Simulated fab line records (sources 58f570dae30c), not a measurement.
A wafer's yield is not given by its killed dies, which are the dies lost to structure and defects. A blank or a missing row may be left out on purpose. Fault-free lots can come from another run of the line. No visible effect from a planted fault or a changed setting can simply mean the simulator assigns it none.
Split-lot experiment | flow berkeleyCmos170 | on a route of 331 steps: 5 lots, 23 wafers read

ABOUT THE SPLIT
At UCB170_ACTIVE_PEB_11, the setting pebTempC was moved away from the recipe's 130 C on 10 of the 23 wafers read, by -2.1% to +1.5%. This setting was run at the recipe's value on the other wafers.

FROM THE SPLIT TO THE READING: what the file shows between them, 4 steps
- UCB170_ACTIVE_DEVELOP_12: develop time 45 s
- UCB170_ACTIVE_CD_MEAS_13: target cd 1200 nm
- UCB170_ACTIVE_ETCH_15: etches Si3N4 in CH3F/Ar/O2, stops on SiO2, target depth 242 nm, time 151 s
- UCB170_ACTIVE_STRIP_16: strips in O2

THE READING
cdNm (nm) at UCB170_ACTIVE_CD_MEAS_90, where the cd target is 1200 nm. Typical for fault-free wafers on this fab line: 1200.3 nm, with standard deviation 1.2 nm.

wafer  | tool, chamber at the split | pebTempC as run, C | against the recipe | cdNm, nm | against lot-mates on the recipe
L075.2 | lithoTrack-03, 0           | 131.1              | +0.8%              | 1192.6   | -6.2
L075.3 | lithoTrack-03, 0           | 131.1              | +0.8%              | 1193.2   | -5.6
L075.4 | lithoTrack-03, 0           | 130                | recipe             | 1198.5   | -
L075.5 | lithoTrack-03, 0           | 131.1              | +0.8%              | 1193.5   | -5.3
L075.6 | lithoTrack-03, 0           | 130                | recipe             | 1199.2   | -
L077.1 | lithoTrack-02, 0           | 127.5              | -1.9%              | 1220.3   | +19.7
L077.2 | lithoTrack-02, 0           | 130                | recipe             | 1200.5   | -
L077.3 | lithoTrack-02, 0           | 130                | recipe             | 1200.9   | -
L077.4 | lithoTrack-02, 0           | 130                | recipe             | 1200.4   | -
L077.6 | lithoTrack-02, 0           | 127.5              | -1.9%              | 1220.4   | +19.8
L078.2 | lithoTrack-03, 0           | 130                | recipe             | 1201.1   | -
L078.3 | lithoTrack-03, 0           | 132                | +1.5%              | 1187.9   | -12.2
L078.4 | lithoTrack-03, 0           | 132                | +1.5%              | 1188.8   | -11.3
L078.5 | lithoTrack-03, 0           | 130                | recipe             | 1199.2   | -
L078.6 | lithoTrack-03, 0           | 130                | recipe             | 1200.1   | -
L082.3 | lithoTrack-02, 0           | 130                | recipe             | 1201.1   | -
L082.5 | lithoTrack-02, 0           | 130                | recipe             | 1200.4   | -
L082.6 | lithoTrack-02, 0           | 130                | recipe             | 1200.7   | -
L080.1 | lithoTrack-02, 0           | 127.3              | -2.1%              | 1223.6   | +20.3
L080.2 | lithoTrack-02, 0           | 127.3              | -2.1%              | 1221.2   | +18.0
L080.3 | lithoTrack-02, 0           | 127.3              | -2.1%              | 1223.2   | +20.0
L080.4 | lithoTrack-02, 0           | 130                | recipe             | 1204.3   | -
L080.6 | lithoTrack-02, 0           | 130                | recipe             | 1202.2   | -

THE FIT
A straight line over all 23 wafers: cdNm changes by -9.81 nm for each +1% of pebTempC; r = -0.99; the points scatter about the line by 1.5 nm.
The same after taking each lot's own level away (the mean of its wafers on the recipe; 23 wafers): -8.98 nm for each +1%; r = -0.99; scatter 1.2 nm.
On that fit, the largest move of pebTempC shifts the reading by 19 nm.
Across the lots, their own levels run from 1198.85 to 1203.25 nm, a range of 3.7 times the standard deviation given above.
Consequently the slope shifts little with the lot-to-lot level, the two slopes agreeing.
Check: with one of the wafers moved furthest among these (-2.1%) left out of the fit, the line predicts +19.2 nm for it against its lot-mates. Against them it came out at +20.3 nm.

FURTHER SPLITS ON THESE WAFERS
Other splits were also applied to these wafers ahead of the reading. Each is held against what the fit with the lots' levels taken away leaves over:
other split on the same wafers      | wafers away from the commonest value | r with cdNm (lot level and that fit taken away)
UCB170_START_OXIDATION_02 oxTimeS   | 10                                   | -0.06
UCB170_NWELL_IMPLANT_14 doseCm2     | 8                                    | +0.24
UCB170_PWELL_CVD_05 sih2cl2FlowSccm | 15                                   | +0.20
UCB170_PWELL_IMPLANT_15 doseCm2     | 10                                   | -0.12
UCB170_ACTIVE_OXIDATION_02 tempC    | 15                                   | +0.09

THE WHOLE CHAIN: every reading that the file lists as answering this split, in the file's order
step                     | what it does                                                               | reading                                                      | change (the file's fit)              | r (the file's)
UCB170_ACTIVE_CD_MEAS_13 | target cd 1200 nm                                                          | cdNm                                                         | -9.02 nm for each +1% of the setting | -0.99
UCB170_ACTIVE_ETCH_15    | etches Si3N4 in CH3F/Ar/O2, stops on SiO2, target depth 242 nm, time 151 s | ACTIVE.cdNm (the simulator's own value, which no gauge read) | -9.23 nm for each +1% of the setting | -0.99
UCB170_ACTIVE_CD_MEAS_90 | target cd 1200 nm                                                          | cdNm                                                         | -9.14 nm for each +1% of the setting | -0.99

FILE'S OWN FIT
cdNm changes by -9.14 nm for each +1% of pebTempC, r = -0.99.
